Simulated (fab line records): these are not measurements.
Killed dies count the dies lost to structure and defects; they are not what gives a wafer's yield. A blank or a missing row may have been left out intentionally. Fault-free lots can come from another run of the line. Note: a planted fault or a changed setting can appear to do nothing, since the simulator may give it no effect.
Which tool is to blame? ; flow rit cmos ; Sampling: 10 lots, 30 wafers, 4 of 202 route steps

## WHAT THE GAUGES SHOWED, per wafer
RIT_CONTACT_OVL_MEAS_09. Usual: CONTACT_OVL typically reads 0.3 nm, with standard deviation 1.4.
lot;measured;on;CONTACT_OVL (nm);flag
L597;day 3 10:05;overlay-01;1.4 1.1 3.0;
L598;day 3 15:53;overlay-02;-1.7 -1.8 -2.4;
L600;day 4 04:04;overlay-01;1.3 2.9 1.5;
L601;day 4 08:58;overlay-01;1.5 -0.2 2.0;
L606;day 5 05:12;overlay-02;-0.3 -0.2 1.2;
L608;day 5 12:34;overlay-02;-0.3 -2.1 0.7;
L612;day 6 08:37;overlay-02;0.4 0.2 3.1;
L615;day 6 23:06;overlay-02;1.6 -0.2 0.4;
L616;day 7 02:33;overlay-02;-2.1 -1.2 -0.9;
L620;day 7 22:33;overlay-02;-1.6 -2.4 -2.2;

RIT_M1_OVL_MEAS_10. Usual: M1_OVL typically reads -0.4 nm, with standard deviation 1.2.
lot;measured;on;M1_OVL (nm);flag
L597;day 3 12:58;overlay-02;-0.2 -0.6 -2.8;
L598;day 3 18:37;overlay-02;0.8 0.5 -0.7;
L600;day 4 06:55;overlay-01;0.8 0.9 0.8;
L601;day 4 11:28;overlay-02;0.1 0.4 -0.5;
L606;day 5 07:52;overlay-01;-2.3 0.5 -0.2;
L608;day 5 15:16;overlay-01;0.0 0.3 0.3;
L612;day 6 11:16;overlay-01;-1.0 -1.2 -2.9;
L615;day 7 01:38;overlay-01;0.3 -2.4 0.8;
L616;day 7 05:11;overlay-02;-0.5 -0.4 -0.6;
L620;day 8 01:11;overlay-01;0.3 -0.4 -0.9;

## WHAT TOOL EACH LOT RAN ON (gives the tool, then ch and the chambers of the sampled wafers, and finally the start)
lot;RIT_PSD_HARDBAKE_07;RIT_PSD_STRIP_09
L597;litho track-01 ch 0, day 3 06:44;plasma asher-01 ch 0,1, day 3 07:01
L598;litho track-02 ch 0, day 3 12:38;plasma asher-03 ch 0,1, day 3 12:57
L600;litho track-04 ch 0, day 4 00:45;plasma asher-02 ch 0,1, day 4 01:01
L601;litho track-01 ch 0, day 4 05:40;plasma asher-03 ch 0,1, day 4 05:58
L606;litho track-04 ch 0, day 5 01:59;plasma asher-02 ch 0,1, day 5 02:17
L608;litho track-04 ch 0, day 5 09:04;plasma asher-01 ch 0,1, day 5 09:22
L612;litho track-02 ch 0, day 6 05:28;plasma asher-02 ch 0,1, day 6 05:46
L615;litho track-01 ch 0, day 6 19:47;plasma asher-03 ch 0,1, day 6 20:05
L616;litho track-01 ch 0, day 6 23:19;plasma asher-01 ch 0,1, day 6 23:36
L620;litho track-02 ch 0, day 7 19:15;plasma asher-01 ch 0,1, day 7 19:33
- RIT_PSD_HARDBAKE_07: time 60 s.
- RIT_PSD_STRIP_09: strips in O2, time 180 s.

## WHAT THE TOOLS THEMSELVES READ (means of the sampled wafers that have a number; where no wafer has one, the mark that the record gives instead)
RIT_PSD_HARDBAKE_07. Usual: heater power total W 62.55 W, standard deviation 0.051; plate temp C 139.99 C, standard deviation 0.14.
lot;tool;heater power total W (W);plate temp C (C);flag
L597;litho track-01;62.55;140.21;
L598;litho track-02;62.58;139.94;
L600;litho track-04;62.53;139.98;
L601;litho track-01;62.59;140.14;
L606;litho track-04;55.93;128.48;OFF
L608;litho track-04;55.88;128.31;OFF
L612;litho track-02;62.52;139.93;
L615;litho track-01;62.52;139.91;
L616;litho track-01;62.55;140.01;
L620;litho track-02;62.59;140.09;

RIT_PSD_STRIP_09. Usual: chamber pressure mTorr 4000 mTorr, standard deviation 3.4; drypump motor current A 5.8 A, standard deviation 0.62.
lot;tool;chamber pressure mTorr (mTorr);drypump motor current A (A);flag
L597;plasma asher-01;3998;6.3;
L598;plasma asher-03;3999;6.5;
L600;plasma asher-02;3997;5.2;
L601;plasma asher-03;3999;6.5;
L606;plasma asher-02;4000;5.2;
L608;plasma asher-01;4002;6.3;
L612;plasma asher-02;3997;5.1;
L615;plasma asher-03;4000;6.3;
L616;plasma asher-01;4001;6.4;
L620;plasma asher-01;4003;6.3;

## THE ANSWER, worked out from the rows above alone
Rule: take the mean of a lot's wafers that have a number; if it is more than 3 standard deviations from the usual mean, the lot is off. A lot without any number at a reading at which 4 lots or more have one is off too. All remaining lots with rows at the step are treated as sound. First the gauges in route order, then the tools' own readings, where a lot's mean is used as printed above. The first step at which some lot is off is used, and at that step the reading that is off furthest; a lot without a number counts as furthest.
Off, at RIT_PSD_HARDBAKE_07 on heater power total W: L606, L608.
If a tool, at that step or one of the process steps before it, ran each lot that is off and ran no sound lot following the first of them, it fits. One fits: RIT_PSD_HARDBAKE_07 on litho track-04. A fault onset in the window from L600 (day 4 00:45, its last sound lot) to L606 (day 5 01:59, its first lot off) fits.
The tool's own readings at RIT_PSD_HARDBAKE_07 bear it out: on the lots that are off they differ by more than 5 times the standard deviation of the sound lots' means. heater power total W reads 55.91 W there against 62.55 W on the sound lots; plate temp C reads 128.39 C there against 140.03 C on the sound lots.

## WHAT THE SIMULATOR PUT IN
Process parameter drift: litho track-04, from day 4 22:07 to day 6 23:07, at RIT_PSD_HARDBAKE_07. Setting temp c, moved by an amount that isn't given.
Struck lots among those shown: L606, L608. Same finding as the rule above.
